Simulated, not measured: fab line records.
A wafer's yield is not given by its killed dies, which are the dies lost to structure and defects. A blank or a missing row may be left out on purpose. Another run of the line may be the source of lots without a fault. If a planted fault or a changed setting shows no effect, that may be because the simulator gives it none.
A struck lot beside a sound one || flow rit_cmos || 35 steps out of a route of 202
Sound: the wafers L262.1, L262.2, L262.4. Struck: wafers L259.1, L259.4, L259.6. The cause is given at the end.
Per side, at each step with rows, come the tool, then ch with its chambers, and then its first start. Under that, the readings that differ: sound wafers || struck wafers || difference of the means || sigmas: that difference in standard deviations of wafers without a fault.
alike: same words and numbers on both sides, and readings whose means sit less than 2 such deviations apart. not compared: any withheld reading, any reading some wafer has no value for, any bound like >300 that may hide the same value, and any number with overlapping values for which the record gives no deviation.
Wherever a step has rows on one side only, a row that says differs or no value, or a row with sigmas, the two part there. Numbers that have no deviation but don't overlap get no sigmas and don't part them. A reading that every wafer of one side lacks parts them only if that side has two wafers or more.

first, 4 steps without rows for these wafers: RIT_ACTIVE_CLEAN_15 (cleans in SC1, time 600 s); RIT_ACTIVE_CLEAN_16 (cleans in dHF, time 30 s); RIT_ACTIVE_CLEAN_17 (cleans in SC2, time 600 s); RIT_FOX1_OXIDATION_00 (target thk 350.7 nm, ox time 1130 s).
RIT_FOX1_THK_MEAS_01:
  sound on film_metro-02 at day 5 18:26; struck on film_metro-03 at day 5 02:06
  alike: FOX1_OXIDE_THK
then, 2 steps without rows for these wafers: RIT_FOX1_WET_ETCH_02 (etches SiO2 in BOE, target depth 350 nm, time 390 s); RIT_FOX2_OXIDATION_00 (target thk 350.7 nm, ox time 1130 s).
RIT_FOX2_THK_MEAS_01:
  sound on film_metro-04 at day 5 19:55; struck on film_metro-03 at day 5 03:43
{"reading": "FOX2_OXIDE_THK (nm)", "sound": "332 337 338", "struck": "352 353 357", "difference": "+18", "sigmas": "+2"}
then, 2 steps without rows for these wafers: RIT_FOX2_CLEAN_02 (cleans in dHF, time 180 s); RIT_FOX2_WET_ETCH_03 (etches Si3N4 in H3PO4, target depth 195 nm, time 2700 s).
RIT_FOX2_THK_MEAS_90:
  sound on film_metro-04 at day 5 20:48; struck on film_metro-04 at day 5 05:21
{"reading": "FIELD_OXIDE_LEFT_1_THK (nm)", "sound": "305 310 311", "struck": "325 325 329", "difference": "+18", "sigmas": "+2"}
then, 1 step without rows for these wafers: RIT_NWELL_HMDS_00 (prime time 60 s).
RIT_NWELL_COAT_01: resist thk 1300 nm.
  sound on litho_track-03 ch 0, day 5 21:01; struck on litho_track-04, day 5 05:34
  no value came back on the struck wafers for chill_plate_temp_C (C), dispense_pressure_kPa (kPa); on the sound wafers chill_plate_temp_C (C) reads 22.94 22.82 22.84
then, 4 steps without rows for these wafers: RIT_NWELL_SOFTBAKE_02 (time 60 s); RIT_NWELL_EXPOSE_03 (exposes mask M2, target cd 43900 nm); RIT_NWELL_PEB_04; RIT_NWELL_DEVELOP_05 (develop time 68 s).
RIT_NWELL_OVL_MEAS_06:
  sound on overlay-02 at day 5 21:44; struck on overlay-01 at day 5 06:25
{"reading": "NWELL_OVL (nm)", "sound": "0.5 0.5 -1.7", "struck": "- - -", "difference": "no value on the struck wafers", "sigmas": ""}
then, 2 steps without rows for these wafers: RIT_NWELL_HARDBAKE_07 (time 120 s); RIT_NWELL_IMPLANT_08.
RIT_NWELL_STRIP_09: strips in O2, time 180 s.
  sound on plasma_asher-02 ch 0,1, day 5 22:10; struck on plasma_asher-01 ch 0,1, day 5 06:52
  alike: drypump_motor_current_A
  not compared: rf_hours_counter_h
RIT_NWELL_TW_MEAS_10:
  sound on film_metro-03 at day 5 22:21; struck on film_metro-01 at day 5 07:04
  alike: NWELL_TW
then, 6 steps without rows for these wafers: RIT_PWELL_HMDS_00 (prime time 60 s); RIT_PWELL_COAT_01 (resist thk 1300 nm); RIT_PWELL_SOFTBAKE_02 (time 60 s); RIT_PWELL_EXPOSE_03 (exposes mask M3, target cd 43700 nm); RIT_PWELL_PEB_04; RIT_PWELL_DEVELOP_05 (develop time 68 s).
RIT_PWELL_OVL_MEAS_06:
  sound on overlay-01 at day 5 23:25; struck on overlay-01 at day 5 08:08
  alike: PWELL_OVL
then, 2 steps without rows for these wafers: RIT_PWELL_HARDBAKE_07 (time 120 s); RIT_PWELL_IMPLANT_08.
RIT_PWELL_STRIP_09: strips in O2, time 180 s.
  sound on plasma_asher-04 ch 0,1, day 5 23:51; struck on plasma_asher-04 ch 0,1, day 5 08:34
  alike: drypump_motor_current_A
  not compared: rf_hours_counter_h
RIT_PWELL_TW_MEAS_10:
  sound on film_metro-01 at day 6 00:01; struck on film_metro-01 at day 5 08:44
{"reading": "PWELL_TW", "sound": "954 958 955", "struck": "2186 2196 2183", "difference": "+1233", "sigmas": "+99 or more"}
then, 1 step without rows for these wafers: RIT_WELLDRIVE_ANNEAL_00 (time 14700 s).
RIT_M1_PROBE_99:
  sound on prober-02 at day 7 11:32; struck on prober-01 at day 6 22:01
{"reading": "killed_at_front_end", "sound": "6 9 4", "struck": "264 264 264", "difference": "+258", "sigmas": "+86"}
{"reading": "killed_dies", "sound": "6 9 4", "struck": "264 264 264", "difference": "+258", "sigmas": "+83"}
{"reading": "killed_on_rim", "sound": "4 2 2", "struck": "70 70 70", "difference": "+67", "sigmas": "+48"}
  alike: killed_open, killed_short

WHERE THEY PART
Last at RIT_M1_PROBE_99 as far as this record goes, first at RIT_FOX2_THK_MEAS_01.

WHY: whatever the simulator had introduced
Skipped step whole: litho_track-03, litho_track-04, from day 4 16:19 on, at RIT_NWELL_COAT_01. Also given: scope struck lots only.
